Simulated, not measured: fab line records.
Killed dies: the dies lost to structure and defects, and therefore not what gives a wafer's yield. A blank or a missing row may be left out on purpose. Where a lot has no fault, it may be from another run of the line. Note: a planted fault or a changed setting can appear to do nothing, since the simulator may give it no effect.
fab line records	flow ritCmos
record lots=5	wafers=23
route steps=202 shown M1@192
startH: hours from the record's opening day to when the first of the lot's shown wafers began	waitH: time in hours since the lot's previous step	" as in the row above	L1.1+2: one row covering several wafers at once	- value missing, or start not given	* or withheld: withheld	< > ~ a bound
route shown NAME@n: a module of which the file shows steps, and the number in the route of the first	usual: mean and standard deviation over wafers with no fault	same: alike in all rows	chamber/n: place in a boat	sites: per-site readings	_std_site: the standard deviation of these	_edge_site: inner sites' mean taken away from outer sites' mean	radiusMm: how far each site lies from the wafer's centre	mask NAME#n: copy n	behind: the most recent tool/chamber to have shaped the wafer	hold: cause of the lot's hold/its duration in hours/its outcome	device: names the non-switching transistor (n, p or np)	end of line: the route-end tests of the same wafers	a step given without rows: its recipe and nothing more	killed: not the wafer's yield, but the dies lost to structure and defects at the first sort	map: the dies of a wafer, with x for killed, . for not killed, _ for no die there
set.NAME: the setting as run; set.NAME@STEP: as run at that earlier step	model.NAME: the simulator's own value behind a step, which no gauge read
one table per step and one row per wafer, for lots whose settings were changed on purpose
## steps
# step RIT_M1_DEVELOP_08
# recipe resist=NOVOLAK	developTimeS=68	devTempC=23
lot.wafer	tool	chamber	startH	waitH	set.developTimeS
L078.1+4	lithoTrack-03	0	-	-	68
L078.3+5+6	"	0	"	"	78.08
L080.2+3+4	lithoTrack-03	0	-	-	68
L080.5+6	"	0	"	"	73.21
L082.1+5+6	lithoTrack-03	0	-	-	68
L084.2+6	lithoTrack-04	0	-	-	68
L084.3+4+5	"	0	"	"	75.19
L085.1+2+3+5+6	lithoTrack-03	0	-	-	68
# step RIT_M1_CD_MEAS_09
# recipe targetCdNm=2600
# usual cdNm=2599.1/1.6
lot.wafer	tool	chamber	startH	waitH	set.doseMj@M1_EXPOSE_06	set.developTimeS@M1_DEVELOP_08	cdNm
L078.1	cdSem-02	-	77.54	-	235.9	68	2616.9
L078.3	"	-	"	"	235.9	78.08	2603.7
L078.4	"	-	"	"	235.9	68	2615.5
L078.5	"	-	"	"	250	78.08	2587.8
L078.6	"	-	"	"	250	78.08	2586.0
L080.2	cdSem-01	-	89.51	-	250	68	2597.3
L080.3	"	-	"	"	262.6	68	2582.3
L080.4	"	-	"	"	262.6	68	2582.5
L080.5	"	-	"	"	250	73.21	2591.4
L080.6	"	-	"	"	250	73.21	2592.3
L082.1	cdSem-02	-	101.90	-	250	68	2599.2
L082.5	"	-	"	"	250	68	2598.6
L082.6	"	-	"	"	250	68	2597.4
L084.2	cdSem-01	-	110.36	-	250	68	2597.2
L084.3	"	-	"	"	250	75.19	2589.9
L084.4	"	-	"	"	250	75.19	2589.4
L084.5	"	-	"	"	250	75.19	2589.6
L084.6	"	-	"	"	250	68	2599.8
L085.1	cdSem-02	-	112.91	-	250	68	2599.0
L085.2	"	-	"	"	250	68	2597.0
L085.3	"	-	"	"	250	68	2597.8
L085.5	"	-	"	"	263.2	68	2583.1
L085.6	"	-	"	"	263.2	68	2582.5
# step RIT_M1_HARDBAKE_11
# recipe resist=NOVOLAK	tempC=140	timeS=120
# step RIT_M1_METAL_ETCH_12
# recipe stopOn=SiO2	chemistry=Cl2/BCl3	target=Al	timeS=165	overEtchFrac=0.5	pressureMtorr=100	targetDepthA=6000	rfW=240.5	Cl2_flow_sccm=60	bcl3FlowSccm=50
lot.wafer	tool	chamber	startH	waitH	set.doseMj@M1_EXPOSE_06	set.developTimeS@M1_DEVELOP_08	model.M1.cdNm
L078.1	rieMetal-04	0	77.95	0.2	235.9	68	2619
L078.3	"	0	"	"	235.9	78.08	2605
L078.4	"	1	"	"	235.9	68	2621
L078.5	"	0	"	"	250	78.08	2589
L078.6	"	1	"	"	250	78.08	2591
L080.2	rieMetal-02	0	89.89	0.2	250	68	2598
L080.3	"	0	"	"	262.6	68	2583
L080.4	"	1	"	"	262.6	68	2586
L080.5	"	0	"	"	250	73.21	2592
L080.6	"	1	"	"	250	73.21	2594
L082.1	rieMetal-03	1	102.31	0.2	250	68	2604
L082.5	"	0	"	"	250	68	2603
L082.6	"	1	"	"	250	68	2601
L084.2	rieMetal-04	1	110.75	0.2	250	68	2602
L084.3	"	0	"	"	250	75.19	2590
L084.4+5	"	1	"	"	250	75.19	2595
L084.6	"	0	"	"	250	68	2599
L085.1	rieMetal-03	0	113.32	0.2	250	68	2603
L085.2+3	"	1,0	"	"	250	68	2601
L085.5	"	1	"	"	263.2	68	2586
L085.6	"	0	"	"	263.2	68	2585
# step RIT_M1_STRIP_13
# recipe chemistry=nmp	resist=NOVOLAK	tempC=80	timeS=600	dry=n2Spin
# step RIT_M1_STRIP_14
# recipe chemistry=O2	timeS=180	platenTempC=withheld	powerW=500	pressureMtorr=4000	o2FlowSccm=4000
# step RIT_M1_CD_MEAS_90
# recipe targetCdNm=2600
# usual cdNm=2601.5/2.2
lot.wafer	tool	chamber	startH	waitH	set.doseMj@M1_EXPOSE_06	set.developTimeS@M1_DEVELOP_08	cdNm
L078.1	cdSem-01	-	78.48	0.1	235.9	68	2618.8
L078.3	"	-	"	"	235.9	78.08	2605.5
L078.4	"	-	"	"	235.9	68	2620.6
L078.5	"	-	"	"	250	78.08	2589.5
L078.6	"	-	"	"	250	78.08	2591.3
L080.2	cdSem-02	-	90.46	0.1	250	68	2597.8
L080.3	"	-	"	"	262.6	68	2582.7
L080.4	"	-	"	"	262.6	68	2585.7
L080.5	"	-	"	"	250	73.21	2592.6
L080.6	"	-	"	"	250	73.21	2594.0
L082.1	cdSem-01	-	102.82	0.1	250	68	2604.7
L082.5	"	-	"	"	250	68	2602.8
L082.6	"	-	"	"	250	68	2601.5
L084.2	cdSem-01	-	111.28	0.1	250	68	2602.3
L084.3	"	-	"	"	250	75.19	2589.7
L084.4	"	-	"	"	250	75.19	2595.0
L084.5	"	-	"	"	250	75.19	2595.1
L084.6	"	-	"	"	250	68	2599.0
L085.1	cdSem-01	-	114.35	0.1	250	68	2602.0
L085.2	"	-	"	"	250	68	2601.1
L085.3	"	-	"	"	250	68	2600.8
L085.5	"	-	"	"	263.2	68	2586.2
L085.6	"	-	"	"	263.2	68	2584.8
# step RIT_M1_ANNEAL_15
# recipe tempC=450	timeS=1800	ambient=forming_gas_H2N2
# step RIT_M1_PROBE_99
# usual killedAtContacts=0.0/0.2	killedAtFrontEnd=7/3.2	killedDies=7/3.2	killedOpen=3.2/2	killedShort=3.6/2.1
# same grossDies=264	killed_at_M0_to_M3=0	killed_at_M4_up=0	killedAtBackSide=0	killedAtOther=0
lot.wafer	tool	chamber	startH	waitH	set.doseMj@GATE_EXPOSE_13	set.oxTimeS@REOX_OXIDATION_03	killedAtContacts	killedAtFrontEnd	killedDies	killedOpen	killedShort	model.etest.pmos_0p3.rOnOhmUm	model.etest.pldd.rsOhmSq	model.etest.pmos_0p15.rOnOhmUm	model.etest.nmos_0p3.rOnOhmUm	model.etest.nmos_0p15.driveUaUm	model.etest.pmosTurned.rOnOhmUm	model.etest.npolyLine.lineOhmUm	model.etest.nmos_0p15.rOnOhmUm
L078.1	prober-02	-	80.22	0.1	380	6088	0	14	14	6	4	6010	570.1	2697	2073	505.1	3436	177.4	1081
L078.3	prober-02	-	80.32	0.2	406.8	6088	0	210	210	4	7	5612	590.7	1981	1943	703.6	2781	286.6	877.7
L078.4	prober-02	-	80.37	0.2	380	6088	0	19	19	5	5	6011	569	2645	2050	521.8	3406	190.3	1071
L078.5	prober-02	-	80.42	0.2	406.8	6088	0	209	209	2	6	5603	582.5	1920	1928	-	2703	293.4	-
L078.6	prober-02	-	80.47	0.2	380	6088	0	12	12	2	4	6007	595.6	2719	2055	505.7	3531	186.9	1089
L080.2	prober-02	-	92.23	0.1	407.5	6274	0	221	221	5	5	5542	619.5	2063	1912	716.7	2838	272.1	874.8
L080.3	prober-02	-	92.28	0.2	380	6274	0	6	6	1	5	6150	684.6	2897	2017	494	3805	177.1	1054
L080.4	prober-02	-	92.33	0.2	407.5	6274	0	230	230	3	6	5630	619.5	2115	1940	694.2	2925	268	893.6
L080.5	prober-02	-	92.38	0.2	380	6274	0	3	3	3	0	5994	657.4	2878	2020	497.8	3720	172.8	1116
L080.6	prober-02	-	92.43	0.2	380	6274	0	5	5	5	0	5960	648.2	2809	1985	503.5	3612	167.4	1030
L082.1	prober-02	-	104.56	0.1	380	5580	0	8	8	5	3	6270	449.8	2776	2143	452.4	3416	157.1	1136
L082.5	prober-02	-	104.76	0.2	380	5580	0	10	10	5	5	6144	449.6	2683	2178	476	3312	166	1159
L082.6	prober-02	-	104.81	0.2	380	5580	0	4	4	1	3	6313	438.3	2755	2188	448.9	3370	159.3	1138
L084.2	prober-02	-	113.05	0.1	405.7	6314	0	188	188	9	5	5798	668.7	2047	1942	710	2969	290.6	834.3
L084.3	prober-02	-	113.10	0.2	380	6314	0	14	14	8	6	6180	644.1	2796	2067	514.2	3652	183.8	1067
L084.4	prober-02	-	113.15	0.2	380	6314	0	2	2	1	0	6207	664.8	2802	2081	505.7	3737	185.2	1074
L084.5	prober-02	-	113.20	0.2	405.7	6314	0	186	186	2	4	5824	628.8	2056	1943	711.9	2907	282	853.7
L084.6	prober-02	-	113.25	0.2	380	6314	0	10	10	2	8	6223	651.1	2878	2107	493.9	3753	176.5	1096
L085.1	prober-01	-	116.09	0.1	380	5968	0	6	6	1	5	6528	596.9	2970	2182	452.8	3803	173.5	1171
L085.2	prober-01	-	116.14	0.1	380	5968	0	7	7	4	3	6434	578.1	2935	2207	463.8	3656	177	1196
L085.3	prober-01	-	116.19	0.2	380	5968	0	8	8	3	5	6454	545.5	2887	2149	455.4	3646	163.7	1144
L085.5	prober-01	-	116.29	0.2	358.9	5968	1	241	242	3	7	6931	600.7	3768	2312	365.7	4526	130.3	1392
L085.6	prober-01	-	116.34	0.2	358.9	5968	0	226	226	1	2	7073	572.8	3798	2374	359	4563	122.8	1461
# killed by level:class
L078.1 REOX:geometricParticle:short=4 GATE:areaEtch=4 FOX1:geometricParticle:open=2 REOX:geometricParticle:open=2 GATE:geometricParticle:open=1 SPACER:geometricParticle:open=1
L078.3 GATE:areaExpose=190 GATE:areaEtch=9 SILICIDE:geometricParticle:short=3 REOX:geometricParticle:short=2 ACTIVE:geometricParticle:open=1 FOX2:geometricParticle:open=1 GATE:geometricParticle:short=1 GATE:geometricParticle:open=1
L078.4 GATE:areaEtch=9 REOX:geometricParticle:short=2 SPACER:geometricParticle:short=2 ACTIVE:geometricParticle:open=1 FOX1:geometricParticle:open=1 FOX2:geometricParticle:open=1 GATE:geometricParticle:open=1 GATE:geometricParticle:short=1
L078.5 GATE:areaExpose=198 GATE:areaEtch=3 FOX1:geometricParticle:short=2 REOX:geometricParticle:short=2 FOX1:geometricParticle:open=1 GATE:geometricParticle:open=1 GATE:geometricParticle:short=1 SPACER:geometricParticle:short=1
L078.6 GATE:areaEtch=6 REOX:geometricParticle:open=2 SPACER:geometricParticle:short=2 FOX2:geometricParticle:short=1 REOX:geometricParticle:short=1
L080.2 GATE:areaExpose=210 GATE:geometricParticle:short=4 GATE:geometricParticle:open=4 SPACER:geometricParticle:open=1 SPACER:geometricParticle:short=1 PWELL:coatMicrobubblePrinted=1
L080.3 GATE:geometricParticle:short=3 REOX:geometricParticle:short=2 GATE:geometricParticle:open=1
L080.4 GATE:areaExpose=220 GATE:geometricParticle:short=2 GATE:geometricParticle:open=2 REOX:geometricParticle:short=2 FOX1:geometricParticle:open=1 FOX1:geometricParticle:short=1 SPACER:geometricParticle:short=1 PWELL:coatMicrobubblePrinted=1
L080.5 SILICIDE:geometricParticle:open=3
L080.6 SILICIDE:geometricParticle:open=2 GATE:geometricParticle:open=2 FOX1:geometricParticle:open=1
L082.1 FOX2:geometricParticle:open=2 GATE:geometricParticle:short=2 GATE:geometricParticle:open=1 SPACER:geometricParticle:open=1 SPACER:geometricParticle:short=1 SILICIDE:geometricParticle:open=1
L082.5 GATE:geometricParticle:short=2 FOX1:geometricParticle:open=1 FOX1:geometricParticle:short=1 FOX2:geometricParticle:short=1 FOX2:geometricParticle:open=1 GATE:geometricParticle:open=1 SPACER:geometricParticle:open=1 SILICIDE:geometricParticle:short=1
L082.6 GATE:geometricParticle:short=2 SPACER:geometricParticle:open=1 SILICIDE:geometricParticle:short=1
L084.2 GATE:areaExpose=174 GATE:geometricParticle:short=4 GATE:geometricParticle:open=4 REOX:geometricParticle:open=2 SPACER:geometricParticle:open=2 FOX1:geometricParticle:open=1 SPACER:geometricParticle:short=1
L084.3 GATE:geometricParticle:open=3 FOX2:geometricParticle:open=2 GATE:geometricParticle:short=2 SPACER:geometricParticle:open=2 SPACER:geometricParticle:short=2 FOX2:geometricParticle:short=1 REOX:geometricParticle:short=1 SILICIDE:geometricParticle:open=1
L084.4 SILICIDE:geometricParticle:open=1 GATE:coatMicrobubblePrinted=1
L084.5 GATE:areaExpose=180 GATE:geometricParticle:short=2 SILICIDE:geometricParticle:short=2 GATE:geometricParticle:open=1 REOX:geometricParticle:open=1
L084.6 GATE:geometricParticle:short=4 SPACER:geometricParticle:short=2 SILICIDE:geometricParticle:short=2 GATE:geometricParticle:open=1 SPACER:geometricParticle:open=1
L085.1 FOX2:geometricParticle:short=2 REOX:geometricParticle:short=2 GATE:geometricParticle:open=1 SPACER:geometricParticle:short=1
L085.2 GATE:geometricParticle:open=2 FOX1:geometricParticle:open=1 FOX1:geometricParticle:short=1 GATE:geometricParticle:short=1 REOX:geometricParticle:open=1 SPACER:geometricParticle:short=1
L085.3 GATE:geometricParticle:short=2 SILICIDE:geometricParticle:open=2 GATE:geometricParticle:open=1 REOX:geometricParticle:short=1 SPACER:geometricParticle:short=1 SILICIDE:geometricParticle:short=1
L085.5 GATE:areaExpose=232 GATE:geometricParticle:short=3 FOX1:geometricParticle:short=2 FOX2:geometricParticle:open=1 GATE:geometricParticle:open=1 REOX:geometricParticle:short=1 SILICIDE:geometricParticle:short=1 CONTACT:geometricParticle:open=1
L085.6 GATE:areaExpose=223 FOX1:geometricParticle:open=1 FOX1:geometricParticle:short=1 GATE:geometricParticle:short=1
## key
split step=RIT_M1_DEVELOP_08	setting=developTimeS	stated=68	by=wafer
response step=RIT_M1_CD_MEAS_09	reading=cdNm	slope=-0.822	per=1%	togetherWith=doseMj@M1_EXPOSE_06	explained=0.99
response step=RIT_M1_METAL_ETCH_12	reading=model.M1.cdNm	slope=-0.816	per=1%	togetherWith=doseMj@M1_EXPOSE_06	explained=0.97
response step=RIT_M1_CD_MEAS_90	reading=cdNm	slope=-0.806	per=1%	togetherWith=doseMj@M1_EXPOSE_06	explained=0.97
split outsideThisFile step=RIT_GATE_EXPOSE_13 setting=doseMj
split outsideThisFile step=RIT_REOX_OXIDATION_03 setting=oxTimeS
split outsideThisFile step=RIT_M1_EXPOSE_06 setting=doseMj
# split outsideThisFile: this setting was split too, and the file shows its column; the key of that split is in another file
